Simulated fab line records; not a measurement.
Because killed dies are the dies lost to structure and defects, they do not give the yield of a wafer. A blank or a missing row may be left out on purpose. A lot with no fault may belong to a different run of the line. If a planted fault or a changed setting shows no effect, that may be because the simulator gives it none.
Which of the tools did it? / flow berkeley_cmos170 / 13 lots, 39 wafers sampled, at 6 steps of a route of 331

WHAT EACH GAUGE READ, for each wafer
UCB170_PWELL_THK_MEAS_06.
lot=L335; measured=day 3 06:34; on=film_metro-03; PWELL_NITRIDE_THK (nm)=218.1 217.9 216.1
lot=L336; measured=day 3 15:33; on=film_metro-03; PWELL_NITRIDE_THK (nm)=218.2 216.6 215.6
lot=L337; measured=day 3 15:34; on=film_metro-04; PWELL_NITRIDE_THK (nm)=223.6 223.5 221.6
lot=L338; measured=day 3 21:32; on=film_metro-03; PWELL_NITRIDE_THK (nm)=218.3 217.8 216.2
lot=L340; measured=day 4 10:35; on=film_metro-03; PWELL_NITRIDE_THK (nm)=216.6 220.0 218.9
lot=L341; measured=day 4 21:10; on=film_metro-04; PWELL_NITRIDE_THK (nm)=217.0 215.6 217.0
lot=L343; measured=day 5 04:05; on=film_metro-03; PWELL_NITRIDE_THK (nm)=223.5 223.2 223.7
lot=L344; measured=day 5 13:42; on=film_metro-03; PWELL_NITRIDE_THK (nm)=218.3 218.4 218.3
lot=L345; measured=day 5 13:43; on=film_metro-01; PWELL_NITRIDE_THK (nm)=219.7 221.1 217.2
lot=L346; measured=day 5 21:55; on=film_metro-01; PWELL_NITRIDE_THK (nm)=368.6 369.1 369.5
lot=L347; measured=day 6 02:30; on=film_metro-03; PWELL_NITRIDE_THK (nm)=219.6 219.5 219.3
lot=L352; measured=day 7 08:14; on=film_metro-03; PWELL_NITRIDE_THK (nm)=218.9 217.3 217.9
lot=L356; measured=day 7 16:11; on=film_metro-01; PWELL_NITRIDE_THK (nm)=220.5 220.0 219.2

UCB170_PWELL_OVL_MEAS_13.
lot=L335; measured=day 3 07:47; on=overlay-01; PWELL_OVL (nm)=17 15 14
lot=L336; measured=day 3 16:38; on=overlay-01; PWELL_OVL (nm)=-4 2 0
lot=L337; measured=day 3 16:28; on=overlay-01; PWELL_OVL (nm)=0 4 1
lot=L338; measured=day 3 22:34; on=overlay-02; PWELL_OVL (nm)=3 2 8
lot=L340; measured=day 4 12:11; on=overlay-01; PWELL_OVL (nm)=8 7 7
lot=L341; measured=day 4 22:25; on=overlay-01; PWELL_OVL (nm)=-1 5 4
lot=L343; measured=day 5 05:07; on=overlay-01; PWELL_OVL (nm)=-6 -1 -6
lot=L344; measured=day 5 14:36; on=overlay-02; PWELL_OVL (nm)=-2 -3 -9
lot=L345; measured=day 5 14:51; on=overlay-01; PWELL_OVL (nm)=-3 -2 2
lot=L346; measured=day 5 23:02; on=overlay-02; PWELL_OVL (nm)=-9 -4 -6
lot=L347; measured=day 6 03:24; on=overlay-01; PWELL_OVL (nm)=5 6 5
lot=L352; measured=day 7 10:07; on=overlay-01; PWELL_OVL (nm)=8 11 8
lot=L356; measured=day 7 18:05; on=overlay-01; PWELL_OVL (nm)=2 2 6

UCB170_PWELL_TW_MEAS_17.
lot=L335; measured=day 3 08:10; on=film_metro-03; PWELL_TW=377 381 378
lot=L336; measured=day 3 17:02; on=film_metro-03; PWELL_TW=378 380 380
lot=L337; measured=day 3 16:52; on=film_metro-04; PWELL_TW=378 379 379
lot=L338; measured=day 3 22:57; on=film_metro-03; PWELL_TW=378 377 379
lot=L340; measured=day 4 12:35; on=film_metro-03; PWELL_TW=377 377 375
lot=L341; measured=day 4 22:49; on=film_metro-01; PWELL_TW=383 383 384
lot=L343; measured=day 5 05:30; on=film_metro-01; PWELL_TW=387 386 386
lot=L344; measured=day 5 14:59; on=film_metro-01; PWELL_TW=384 385 386
lot=L345; measured=day 5 15:17; on=film_metro-03; PWELL_TW=381 382 381
lot=L346; measured=day 5 23:25; on=film_metro-04; PWELL_TW=379 380 378
lot=L347; measured=day 6 03:50; on=film_metro-01; PWELL_TW=388 388 387
lot=L352; measured=day 7 10:31; on=film_metro-01; PWELL_TW=385 387 384
lot=L356; measured=day 7 18:29; on=film_metro-01; PWELL_TW=383 384 384

UCB170_ACTIVE_THK_MEAS_03.
lot=L335; measured=day 4 07:25; on=film_metro-04; ACTIVE_OXIDE_THK (nm)=25.1 25.7 25.3
lot=L336; measured=day 4 16:35; on=film_metro-04; ACTIVE_OXIDE_THK (nm)=26.4 27.0 26.8
lot=L337; measured=day 4 16:37; on=film_metro-01; ACTIVE_OXIDE_THK (nm)=26.0 26.3 26.2
lot=L338; measured=day 4 22:09; on=film_metro-01; ACTIVE_OXIDE_THK (nm)=27.0 26.8 26.8
lot=L340; measured=day 5 15:05; on=film_metro-02; ACTIVE_OXIDE_THK (nm)=26.2 26.4 26.1
lot=L341; measured=day 5 23:42; on=film_metro-02; ACTIVE_OXIDE_THK (nm)=26.7 26.4 26.5
lot=L343; measured=day 5 23:41; on=film_metro-04; ACTIVE_OXIDE_THK (nm)=26.8 26.2 26.5
lot=L344; measured=day 6 12:04; on=film_metro-02; ACTIVE_OXIDE_THK (nm)=26.4 26.5 26.8
lot=L345; measured=day 6 12:03; on=film_metro-01; ACTIVE_OXIDE_THK (nm)=26.2 26.5 26.4
lot=L347; measured=day 6 22:49; on=film_metro-01; ACTIVE_OXIDE_THK (nm)=26.3 26.7 26.6
lot=L352; measured=day 8 06:28; on=film_metro-04; ACTIVE_OXIDE_THK (nm)=25.7 25.6 25.6
lot=L356; measured=day 8 11:49; on=film_metro-04; ACTIVE_OXIDE_THK (nm)=26.0 26.5 25.9

EACH LOT AND THE TOOL THAT RAN IT (in order: tool; ch and the chambers of the sampled wafers; start)
lot=L335; UCB170_PWELL_CVD_05=lpcvd-01 ch 1, day 3 04:38; UCB170_PWELL_ETCH_14=rie_diel-01 ch 0,1,3, day 3 07:49
lot=L336; UCB170_PWELL_CVD_05=lpcvd-02 ch 1, day 3 13:38; UCB170_PWELL_ETCH_14=rie_diel-02 ch 1,2, day 3 16:41
lot=L337; UCB170_PWELL_CVD_05=lpcvd-02 ch 0, day 3 13:38; UCB170_PWELL_ETCH_14=rie_diel-03 ch 0,1,2, day 3 16:29
lot=L338; UCB170_PWELL_CVD_05=lpcvd-01 ch 0, day 3 19:37; UCB170_PWELL_ETCH_14=rie_diel-01 ch 0,1,2, day 3 22:36
lot=L340; UCB170_PWELL_CVD_05=lpcvd-02 ch 0, day 4 08:39; UCB170_PWELL_ETCH_14=rie_diel-03 ch 0,2, day 4 12:13
lot=L341; UCB170_PWELL_CVD_05=lpcvd-01 ch 0, day 4 19:14; UCB170_PWELL_ETCH_14=rie_diel-02 ch 0,1,2, day 4 22:27
lot=L343; UCB170_PWELL_CVD_05=lpcvd-02 ch 1, day 5 02:10; UCB170_PWELL_ETCH_14=rie_diel-03 ch 0,1, day 5 05:09
lot=L344; UCB170_PWELL_CVD_05=lpcvd-01 ch 1, day 5 11:47; UCB170_PWELL_ETCH_14=rie_diel-01 ch 0,1,3, day 5 14:38
lot=L345; UCB170_PWELL_CVD_05=lpcvd-01 ch 1, day 5 11:47; UCB170_PWELL_ETCH_14=rie_diel-02 ch 0,1, day 5 14:53
lot=L346; UCB170_PWELL_CVD_05=lpcvd-01 ch 1, day 5 19:03; UCB170_PWELL_ETCH_14=rie_diel-02 ch 0,1, day 5 23:04
lot=L347; UCB170_PWELL_CVD_05=lpcvd-02 ch 0, day 6 00:35; UCB170_PWELL_ETCH_14=rie_diel-02 ch 1, day 6 03:26
lot=L352; UCB170_PWELL_CVD_05=lpcvd-02 ch 1, day 7 06:18; UCB170_PWELL_ETCH_14=rie_diel-03 ch 1,3, day 7 10:09
lot=L356; UCB170_PWELL_CVD_05=lpcvd-02 ch 0, day 7 13:17; UCB170_PWELL_ETCH_14=rie_diel-03 ch 1,2,3, day 7 18:07
- UCB170_PWELL_CVD_05: deposits Si3N4 from SiH2Cl2/NH3, target thk 220 nm, time 3300 s.
- UCB170_PWELL_ETCH_14: etches Si3N4 in CH3F/Ar/O2, stops on SiO2, target depth 242 nm, time 151 s.

AS READ BY THE TOOLS THEMSELVES (means over the sampled wafers that have a number; for cases with no such wafer, the mark the record gives instead)
UCB170_PWELL_CVD_05.
lot=L335; tool=lpcvd-01; spike_tc_centre_C (C)=802.0
lot=L336; tool=lpcvd-02; spike_tc_centre_C (C)=801.0
lot=L337; tool=lpcvd-02; spike_tc_centre_C (C)=805.0
lot=L338; tool=lpcvd-01; spike_tc_centre_C (C)=800.9
lot=L340; tool=lpcvd-02; spike_tc_centre_C (C)=802.6
lot=L341; tool=lpcvd-01; spike_tc_centre_C (C)=802.1
lot=L343; tool=lpcvd-02; spike_tc_centre_C (C)=800.5
lot=L344; tool=lpcvd-01; spike_tc_centre_C (C)=801.8
lot=L345; tool=lpcvd-01; spike_tc_centre_C (C)=802.7
lot=L346; tool=lpcvd-01; spike_tc_centre_C (C)=802.9
lot=L347; tool=lpcvd-02; spike_tc_centre_C (C)=804.3
lot=L352; tool=lpcvd-02; spike_tc_centre_C (C)=800.4
lot=L356; tool=lpcvd-02; spike_tc_centre_C (C)=803.3

UCB170_PWELL_ETCH_14.
lot=L335; tool=rie_diel-01; drypump_motor_current_A (A)=5.63; oes_product_au (a.u.)=0.947; throttle_valve_pct (%)=8.19
lot=L336; tool=rie_diel-02; drypump_motor_current_A (A)=5.72; oes_product_au (a.u.)=0.917; throttle_valve_pct (%)=7.96
lot=L337; tool=rie_diel-03; drypump_motor_current_A (A)=5.93; oes_product_au (a.u.)=0.950; throttle_valve_pct (%)=7.96
lot=L338; tool=rie_diel-01; drypump_motor_current_A (A)=5.55; oes_product_au (a.u.)=0.940; throttle_valve_pct (%)=8.01
lot=L340; tool=rie_diel-03; drypump_motor_current_A (A)=5.84; oes_product_au (a.u.)=0.948; throttle_valve_pct (%)=8.01
lot=L341; tool=rie_diel-02; drypump_motor_current_A (A)=5.85; oes_product_au (a.u.)=0.930; throttle_valve_pct (%)=7.98
lot=L343; tool=rie_diel-03; drypump_motor_current_A (A)=5.79; oes_product_au (a.u.)=0.947; throttle_valve_pct (%)=7.90
lot=L344; tool=rie_diel-01; drypump_motor_current_A (A)=5.61; oes_product_au (a.u.)=0.949; throttle_valve_pct (%)=8.17
lot=L345; tool=rie_diel-02; drypump_motor_current_A (A)=5.94; oes_product_au (a.u.)=0.951; throttle_valve_pct (%)=7.99
lot=L346; tool=rie_diel-02; drypump_motor_current_A (A)=5.81; oes_product_au (a.u.)=1.002; throttle_valve_pct (%)=7.96
lot=L347; tool=rie_diel-02; drypump_motor_current_A (A)=5.68; oes_product_au (a.u.)=0.927; throttle_valve_pct (%)=7.91
lot=L352; tool=rie_diel-03; drypump_motor_current_A (A)=6.17; oes_product_au (a.u.)=0.934; throttle_valve_pct (%)=7.90
lot=L356; tool=rie_diel-03; drypump_motor_current_A (A)=6.11; oes_product_au (a.u.)=0.946; throttle_valve_pct (%)=7.97

THE ANSWER, worked out from the rows above alone
Rule: what is usual is taken from the lots themselves. Put in order of their means at a reading, lots are off if they are a third of the lots or fewer, leave a main group of 4 or more, and stand apart from it by a gap of 3 or more times the standard deviation of the main group's means; of several such gaps the widest counts. A main group is skipped when, at the precision printed for the reading in the tables above, its means are all equal. A lot without any number at a reading at which 4 lots or more have one is off too. Where the step has rows for the other lots, those lots are counted as sound. Order of review: gauges by route order, followed by the tools' own readings, for which a lot's mean as printed above is used. At the first step where some lot is off, the reading lying furthest off is the one used; lots without a number count as furthest.
Off: L346, at UCB170_PWELL_THK_MEAS_06 (PWELL_NITRIDE_THK). The main group has a mean of 219.0 nm with a standard deviation of 2.1.
A tool fits if, at a process step before that reading, it ran every lot that is off, and no sound lot after the first of them. The gauges at UCB170_PWELL_THK_MEAS_06 aren't tried: what is off there is off at UCB170_PWELL_ETCH_14 too, on other tools, and a gauge's error can't cause that. One fits: lpcvd-01 at UCB170_PWELL_CVD_05. A fault onset in the window from L344 (day 5 11:47, its last sound lot) to L346 (day 5 19:03, its first lot off) fits.

WHAT THE SIMULATOR PUT IN
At UCB170_PWELL_CVD_05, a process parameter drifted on lpcvd-01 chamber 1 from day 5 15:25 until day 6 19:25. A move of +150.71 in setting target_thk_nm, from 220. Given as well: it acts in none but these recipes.
Struck lots among those shown: L346. The rule above reached the same finding.
